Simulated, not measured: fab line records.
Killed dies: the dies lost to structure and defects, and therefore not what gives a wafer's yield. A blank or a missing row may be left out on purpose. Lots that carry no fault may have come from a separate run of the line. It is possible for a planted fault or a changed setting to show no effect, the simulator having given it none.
Which tool is to blame? / flow berkeley_cmos170 / 13 lots with 37 wafers sampled at 6 steps, on a route of 331 steps

## WHAT THE GAUGES READ, wafer by wafer
UCB170_CONTACT_CD_MEAS_15: the cd target is 700 nm.
lot=L145; measured=day 8 16:08; on=cd_sem-01; cd_nm (nm)=699.4 696.9 697.3
lot=L144; measured=day 8 17:41; on=cd_sem-01; cd_nm (nm)=697.1 698.1 699.3
lot=L148; measured=day 9 08:42; on=cd_sem-02; cd_nm (nm)=700.2 699.8 700.5
lot=L147; measured=day 9 08:49; on=cd_sem-02; cd_nm (nm)=701.4 700.9 700.4
lot=L150; measured=day 10 07:37; on=cd_sem-02; cd_nm (nm)=702.3 701.3 701.6
lot=L154; measured=day 10 16:28; on=cd_sem-01; cd_nm (nm)=699.6
lot=L156; measured=day 10 19:26; on=cd_sem-01; cd_nm (nm)=700.6 701.5 701.0
lot=L155; measured=day 10 19:12; on=cd_sem-01; cd_nm (nm)=698.8 699.0 699.2
lot=L157; measured=day 11 09:34; on=cd_sem-02; cd_nm (nm)=699.9 699.7 699.8
lot=L158; measured=day 11 21:54; on=cd_sem-01; cd_nm (nm)=701.0 701.6 702.4
lot=L160; measured=day 11 22:14; on=cd_sem-02; cd_nm (nm)=699.4 701.7 700.2
lot=L159; measured=day 12 14:57; on=cd_sem-01; cd_nm (nm)=699.6 700.0 699.7
lot=L164; measured=day 12 15:05; on=cd_sem-02; cd_nm (nm)=704.1 705.2 704.8

UCB170_CONTACT_CD_MEAS_90: the cd target is 700 nm.
lot=L145; measured=day 8 16:34; on=cd_sem-02; cd_nm (nm)=699.0 697.2 697.5
lot=L144; measured=day 8 18:07; on=cd_sem-01; cd_nm (nm)=695.9 697.2 700.0
lot=L148; measured=day 9 09:18; on=cd_sem-02; cd_nm (nm)=699.8 698.9 701.0
lot=L147; measured=day 9 09:25; on=cd_sem-02; cd_nm (nm)=701.3 700.2 699.9
lot=L150; measured=day 10 08:02; on=cd_sem-02; cd_nm (nm)=703.0 701.9 701.9
lot=L154; measured=day 10 16:53; on=cd_sem-02; cd_nm (nm)=699.8
lot=L156; measured=day 10 19:51; on=cd_sem-01; cd_nm (nm)=700.1 701.5 700.8
lot=L155; measured=day 10 19:37; on=cd_sem-02; cd_nm (nm)=698.7 698.8 699.1
lot=L157; measured=day 11 09:59; on=cd_sem-01; cd_nm (nm)=699.7 700.0 698.6
lot=L158; measured=day 11 22:22; on=cd_sem-02; cd_nm (nm)=700.9 701.8 702.3
lot=L160; measured=day 11 22:40; on=cd_sem-01; cd_nm (nm)=698.9 701.2 700.3
lot=L159; measured=day 12 15:23; on=cd_sem-02; cd_nm (nm)=699.6 699.3 699.5
lot=L164; measured=day 12 15:31; on=cd_sem-01; cd_nm (nm)=704.6 704.9 703.9

UCB170_M1_RS_MEAS_01: uses a four-point probe to measure.
lot=L145; measured=day 8 17:04; on=film_metro-03; M1_AL_RS (ohm/sq)=0.0499 0.0492 0.0493
lot=L144; measured=day 8 18:29; on=film_metro-04; M1_AL_RS (ohm/sq)=0.0488 0.0484 0.0483
lot=L148; measured=day 9 09:40; on=film_metro-03; M1_AL_RS (ohm/sq)=0.0489 0.0486 0.0489
lot=L147; measured=day 9 09:47; on=film_metro-04; M1_AL_RS (ohm/sq)=0.0483 0.0483 0.0475
lot=L150; measured=day 10 08:34; on=film_metro-02; M1_AL_RS (ohm/sq)=0.0486 0.0487 0.0489
lot=L154; measured=day 10 17:16; on=film_metro-02; M1_AL_RS (ohm/sq)=0.0327
lot=L156; measured=day 10 20:14; on=film_metro-02; M1_AL_RS (ohm/sq)=0.0493 0.0491 0.0492
lot=L155; measured=day 10 19:59; on=film_metro-03; M1_AL_RS (ohm/sq)=0.0483 0.0484 0.0488
lot=L157; measured=day 11 11:06; on=film_metro-04; M1_AL_RS (ohm/sq)=0.0487 0.0487 0.0485
lot=L158; measured=day 11 22:45; on=film_metro-02; M1_AL_RS (ohm/sq)=0.0488 0.0489 0.0487
lot=L160; measured=day 11 23:01; on=film_metro-03; M1_AL_RS (ohm/sq)=0.0483 0.0487 0.0485
lot=L159; measured=day 12 15:44; on=film_metro-03; M1_AL_RS (ohm/sq)=0.0483 0.0486 0.0488
lot=L164; measured=day 12 15:56; on=film_metro-04; M1_AL_RS (ohm/sq)=0.0483 0.0480 0.0482

UCB170_M1_THK_MEAS_02: measures by xrf.
lot=L145; measured=day 8 17:11; on=film_metro-03; M1_AL_THK (nm)=579 587 585
lot=L144; measured=day 8 18:35; on=film_metro-04; M1_AL_THK (nm)=580 592 585
lot=L148; measured=day 9 09:47; on=film_metro-03; M1_AL_THK (nm)=586 593 590
lot=L147; measured=day 9 09:55; on=film_metro-04; M1_AL_THK (nm)=592 588 600
lot=L150; measured=day 10 08:40; on=film_metro-02; M1_AL_THK (nm)=590 590 593
lot=L154; measured=day 10 17:21; on=film_metro-02; M1_AL_THK (nm)=875
lot=L156; measured=day 10 20:21; on=film_metro-02; M1_AL_THK (nm)=580 590 584
lot=L155; measured=day 10 20:05; on=film_metro-03; M1_AL_THK (nm)=594 591 590
lot=L157; measured=day 11 11:13; on=film_metro-04; M1_AL_THK (nm)=588 590 585
lot=L158; measured=day 11 22:52; on=film_metro-02; M1_AL_THK (nm)=592 588 595
lot=L160; measured=day 11 23:08; on=film_metro-03; M1_AL_THK (nm)=594 587 593
lot=L159; measured=day 12 15:51; on=film_metro-03; M1_AL_THK (nm)=596 594 589
lot=L164; measured=day 12 16:02; on=film_metro-04; M1_AL_THK (nm)=592 593 593

## EACH LOT AND THE TOOL THAT RAN IT (in order: tool; ch and the chambers of the sampled wafers; start)
lot=L145; UCB170_PLDD_STRIP_10=plasma_asher-01 ch 0,1, day 7 20:59; UCB170_M1_SPUTTER_00=pvd_sputter-03, day 8 16:59
lot=L144; UCB170_PLDD_STRIP_10=plasma_asher-03 ch 0,1, day 7 21:21; UCB170_M1_SPUTTER_00=pvd_sputter-01, day 8 18:22
lot=L148; UCB170_PLDD_STRIP_10=plasma_asher-01 ch 0,1, day 8 13:03; UCB170_M1_SPUTTER_00=pvd_sputter-01, day 9 09:37
lot=L147; UCB170_PLDD_STRIP_10=plasma_asher-03 ch 0,1, day 8 13:23; UCB170_M1_SPUTTER_00=pvd_sputter-03, day 9 09:44
lot=L150; UCB170_PLDD_STRIP_10=plasma_asher-01 ch 0,1, day 9 09:23; UCB170_M1_SPUTTER_00=pvd_sputter-04, day 10 08:29
lot=L154; UCB170_PLDD_STRIP_10=plasma_asher-01 ch 0, day 9 21:39; UCB170_M1_SPUTTER_00=pvd_sputter-03, day 10 17:10
lot=L156; UCB170_PLDD_STRIP_10=plasma_asher-03 ch 0, day 9 21:52; UCB170_M1_SPUTTER_00=pvd_sputter-01, day 10 20:10
lot=L155; UCB170_PLDD_STRIP_10=plasma_asher-03 ch 0,1, day 9 22:07; UCB170_M1_SPUTTER_00=pvd_sputter-04, day 10 19:53
lot=L157; UCB170_PLDD_STRIP_10=plasma_asher-03 ch 0, day 10 15:25; UCB170_M1_SPUTTER_00=pvd_sputter-04, day 11 11:01
lot=L158; UCB170_PLDD_STRIP_10=plasma_asher-01 ch 0,1, day 11 03:29; UCB170_M1_SPUTTER_00=pvd_sputter-04, day 11 22:40
lot=L160; UCB170_PLDD_STRIP_10=plasma_asher-01 ch 0,1, day 11 04:04; UCB170_M1_SPUTTER_00=pvd_sputter-01, day 11 22:56
lot=L159; UCB170_PLDD_STRIP_10=plasma_asher-02 ch 0,1, day 11 15:11; UCB170_M1_SPUTTER_00=pvd_sputter-04, day 12 15:40
lot=L164; UCB170_PLDD_STRIP_10=plasma_asher-01 ch 0,1, day 11 15:11; UCB170_M1_SPUTTER_00=pvd_sputter-01, day 12 15:51
- UCB170_PLDD_STRIP_10: strips in O2.
- UCB170_M1_SPUTTER_00: material Al, target thk 600 nm, time 80 s.

## WHAT THE TOOLS THEMSELVES READ (means of the sampled wafers that have a number; where no wafer has one, the mark that the record gives instead)
UCB170_PLDD_STRIP_10.
lot=L145; tool=plasma_asher-01; drypump_motor_current_A (A)=5.2; oes_product_au (a.u.)=0.734; strip_time_to_endpoint_s (s)=21.70
lot=L144; tool=plasma_asher-03; drypump_motor_current_A (A)=6.2; oes_product_au (a.u.)=0.734; strip_time_to_endpoint_s (s)=21.71
lot=L148; tool=plasma_asher-01; drypump_motor_current_A (A)=5.4; oes_product_au (a.u.)=0.732; strip_time_to_endpoint_s (s)=21.61
lot=L147; tool=plasma_asher-03; drypump_motor_current_A (A)=6.0; oes_product_au (a.u.)=0.732; strip_time_to_endpoint_s (s)=21.75
lot=L150; tool=plasma_asher-01; drypump_motor_current_A (A)=5.3; oes_product_au (a.u.)=0.736; strip_time_to_endpoint_s (s)=21.63
lot=L154; tool=plasma_asher-01; drypump_motor_current_A (A)=5.1; oes_product_au (a.u.)=0.731; strip_time_to_endpoint_s (s)=21.69
lot=L156; tool=plasma_asher-03; drypump_motor_current_A (A)=5.7; oes_product_au (a.u.)=0.732; strip_time_to_endpoint_s (s)=21.70
lot=L155; tool=plasma_asher-03; drypump_motor_current_A (A)=6.0; oes_product_au (a.u.)=0.734; strip_time_to_endpoint_s (s)=21.63
lot=L157; tool=plasma_asher-03; drypump_motor_current_A (A)=5.7; oes_product_au (a.u.)=0.738; strip_time_to_endpoint_s (s)=21.64
lot=L158; tool=plasma_asher-01; drypump_motor_current_A (A)=5.3; oes_product_au (a.u.)=0.735; strip_time_to_endpoint_s (s)=21.72
lot=L160; tool=plasma_asher-01; drypump_motor_current_A (A)=5.5; oes_product_au (a.u.)=0.738; strip_time_to_endpoint_s (s)=21.63
lot=L159; tool=plasma_asher-02; drypump_motor_current_A (A)=5.4; oes_product_au (a.u.)=0.739; strip_time_to_endpoint_s (s)=21.58
lot=L164; tool=plasma_asher-01; drypump_motor_current_A (A)=5.3; oes_product_au (a.u.)=0.735; strip_time_to_endpoint_s (s)=21.75

UCB170_M1_SPUTTER_00.
lot=L145; tool=pvd_sputter-03; cathode_dc_power_W (W)=5999.7; throttle_valve_pct (%)=29.2
lot=L144; tool=pvd_sputter-01; cathode_dc_power_W (W)=6001.2; throttle_valve_pct (%)=30.5
lot=L148; tool=pvd_sputter-01; cathode_dc_power_W (W)=6001.0; throttle_valve_pct (%)=29.8
lot=L147; tool=pvd_sputter-03; cathode_dc_power_W (W)=5999.4; throttle_valve_pct (%)=29.2
lot=L150; tool=pvd_sputter-04; cathode_dc_power_W (W)=6000.6; throttle_valve_pct (%)=30.2
lot=L154; tool=pvd_sputter-03; cathode_dc_power_W (W)=5998.3; throttle_valve_pct (%)=29.1
lot=L156; tool=pvd_sputter-01; cathode_dc_power_W (W)=6000.5; throttle_valve_pct (%)=29.8
lot=L155; tool=pvd_sputter-04; cathode_dc_power_W (W)=5999.7; throttle_valve_pct (%)=30.3
lot=L157; tool=pvd_sputter-04; cathode_dc_power_W (W)=6000.6; throttle_valve_pct (%)=30.2
lot=L158; tool=pvd_sputter-04; cathode_dc_power_W (W)=6000.7; throttle_valve_pct (%)=30.2
lot=L160; tool=pvd_sputter-01; cathode_dc_power_W (W)=5999.5; throttle_valve_pct (%)=29.6
lot=L159; tool=pvd_sputter-04; cathode_dc_power_W (W)=5999.1; throttle_valve_pct (%)=30.3
lot=L164; tool=pvd_sputter-01; cathode_dc_power_W (W)=5999.9; throttle_valve_pct (%)=29.7

## THE ANSWER, worked out from the rows above alone
Rule: usual is defined by the lots themselves. Put in order of their means at a reading, lots are off if they are a third of the lots or fewer, leave a main group of 4 or more, and stand apart from it by a gap of 3 or more times the standard deviation of the main group's means; of several such gaps the widest counts. Not used: any main group whose means are identical at the precision the tables above print for the reading. A lot without any number at a reading at which 4 lots or more have one is off too. Where the step has rows for the other lots, those lots are counted as sound. The gauges are gone through in route order, then the tools' own readings, and for those a lot's mean is taken as printed above. The first step at which some lot is off is used, and at that step the reading that is off furthest; a lot without a number counts as furthest.
Off: L154, at UCB170_M1_RS_MEAS_01 (M1_AL_RS). Main group: mean 0.0487 ohm/sq, sd 0.00038.
If a tool, at a process step before that reading, ran all the lots that are off and no sound lot after the first of them, it fits. The gauges at UCB170_M1_RS_MEAS_01 are tried like those tools. One fits: pvd_sputter-03 at UCB170_M1_SPUTTER_00. Its last sound lot is L147 (day 9 09:44), its first lot that is off L154 (day 10 17:10): a fault that began between those two fits.

## WHAT THE SIMULATOR HAD INSERTED
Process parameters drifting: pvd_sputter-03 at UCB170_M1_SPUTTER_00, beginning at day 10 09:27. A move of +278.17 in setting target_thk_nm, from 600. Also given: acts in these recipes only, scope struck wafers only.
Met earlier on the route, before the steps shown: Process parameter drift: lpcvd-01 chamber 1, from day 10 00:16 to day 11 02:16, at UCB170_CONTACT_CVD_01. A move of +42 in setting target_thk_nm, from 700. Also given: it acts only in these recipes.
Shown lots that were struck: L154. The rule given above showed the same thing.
